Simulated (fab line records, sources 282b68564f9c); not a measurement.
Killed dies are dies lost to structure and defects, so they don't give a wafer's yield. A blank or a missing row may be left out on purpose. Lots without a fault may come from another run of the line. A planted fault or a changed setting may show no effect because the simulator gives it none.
A struck lot beside a sound one | flow rit_cmos | 25 steps out of a route of 202
Sound: wafers L566.1, L566.2, L566.3. Struck: wafers L571.1, L571.2, L571.6. The cause comes at the end.
At each step with rows: each side's tool, then ch and its chambers, then its first start. Under that, the readings that differ: sound wafers | struck wafers | difference of the means | sigmas: that difference in standard deviations of wafers without a fault.
alike: readings whose means differ by less than 2 such deviations, and words and numbers that are the same on both sides. not compared: withheld readings, readings that some wafer has no value for, bounds like >300 that may hide the same value, and numbers for which the record gives no deviation and whose values overlap.
The two part at a step that has a row with sigmas, a row that says differs or no value, or rows on one side only. Numbers that don't overlap but have no deviation are shown without sigmas and don't part them. A reading that every wafer of one side lacks parts them only if that side has two wafers or more.

first, 1 step without rows for these wafers: RIT_PRETRO_IMPLANT_08.
RIT_PRETRO_STRIP_09: strips in O2, time 180 s.
  sound on plasma_asher-02 ch 0,1, day 2 08:44; struck on plasma_asher-02 ch 0,1, day 3 08:22
  alike: drypump_motor_current_A
  not compared: rf_hours_counter_h
RIT_PRETRO_TW_MEAS_10:
  sound on film_metro-01, day 2 08:55; struck on film_metro-01, day 3 08:32
  alike: PRETRO_TW
then, 5 steps without rows for these wafers: RIT_GATE_WET_ETCH_00 (etches SiO2 in BOE, target depth 56 nm, time 60 s); RIT_GATE_CLEAN_01 (cleans in SC1, time 600 s); RIT_GATE_CLEAN_02 (cleans in dHF, time 30 s); RIT_GATE_CLEAN_03 (cleans in SC2, time 600 s); RIT_GATE_CLEAN_04 (cleans in dHF, time 60 s).
RIT_FOX2_THK_MEAS_91:
  sound on film_metro-03, day 2 09:25; struck on film_metro-01, day 3 09:01
  reading                     | sound       | struck      | difference | sigmas
  FIELD_OXIDE_LEFT_2_THK (nm) | 264 262 260 | 244 243 241 | -19        | -3
then, 2 steps without rows for these wafers: RIT_GATE_OXIDATION_05 (target thk 3 nm, ox time 270 s); RIT_GATE_ANNEAL_06 (time 600 s).
RIT_GATE_THK_MEAS_07:
  sound on film_metro-04, day 2 10:48; struck on film_metro-03, day 3 10:24
  alike: GATE_OXIDE_THK
RIT_GATE_CVD_08: deposits poly-Si from SiH4, target thk 250 nm, time 2220 s.
  sound on lpcvd-01 ch 1, day 2 10:52; struck on lpcvd-01 ch 1, day 3 11:29
  reading                                  | sound             | struck            | difference | sigmas
  model.poly-Si_of_GATE_CVD_08.thk_nm (nm) | 248.8 245.2 249.5 | 372.5 375.2 372.8 | +125.7     |
  alike: susceptor_temp_C
RIT_GATE_THK_MEAS_09:
  sound on film_metro-03, day 2 12:28; struck on film_metro-04, day 3 13:06
  reading            | sound             | struck            | difference | sigmas
  GATE_POLY_THK (nm) | 249.0 245.3 249.6 | 372.4 375.3 372.8 | +125.5     | +52
then, 6 steps without rows for these wafers: RIT_GATE_HMDS_10 (prime time 60 s); RIT_GATE_COAT_11 (resist thk 855.5 nm); RIT_GATE_SOFTBAKE_12 (time 60 s); RIT_GATE_EXPOSE_13 (exposes mask M6, target cd 150 nm); RIT_GATE_PEB_14; RIT_GATE_DEVELOP_15 (develop time 50 s).
RIT_GATE_CD_MEAS_16: target cd 150 nm.
  sound on cd_sem-02, day 2 13:32; struck on cd_sem-01, day 3 14:01
  alike: cd_nm
RIT_GATE_OVL_MEAS_17:
  sound on overlay-01, day 2 13:40; struck on overlay-02, day 3 14:08
  alike: GATE_OVL
then, 1 step without rows for these wafers: RIT_GATE_HARDBAKE_18 (time 60 s).
RIT_GATE_ETCH_19: etches poly-Si in SF6/CHF3/O2, stops on SiO2, time 165 s, target depth 312.5 nm.
  sound on rie_si-02 ch 0,1,2, day 2 13:51; struck on rie_si-01 ch 1,3, day 3 14:19
  reading                          | sound             | struck            | difference | sigmas
  oes_product_au (a.u.)            | 0.848 0.836 0.853 | 0.991 0.999 0.983 | +0.145     | +17
  model.etch.depth_nm (nm)         | 248.8 245.2 249.5 | 308.2 309.3 305.7 | +59.9      |
  model.GATE.feature_depth_nm (nm) | 248.8 245.2 249.5 | 308.2 309.3 305.7 | +59.9      |
  alike: SF6_flow_sccm, drypump_motor_current_A, throttle_valve_pct
  not compared: rf_hours_counter_h
RIT_GATE_STRIP_20: strips in O2, time 180 s.
  sound on plasma_asher-04 ch 0,1, day 2 13:58; struck on plasma_asher-01 ch 0,1, day 3 14:25
  alike: drypump_motor_current_A
  not compared: rf_hours_counter_h

WHERE THEY PART
First at RIT_FOX2_THK_MEAS_91; last, within this record, at RIT_GATE_ETCH_19. Later steps at which nothing parts them and some readings are alike: RIT_GATE_STRIP_20.

WHY: what the simulator had put in
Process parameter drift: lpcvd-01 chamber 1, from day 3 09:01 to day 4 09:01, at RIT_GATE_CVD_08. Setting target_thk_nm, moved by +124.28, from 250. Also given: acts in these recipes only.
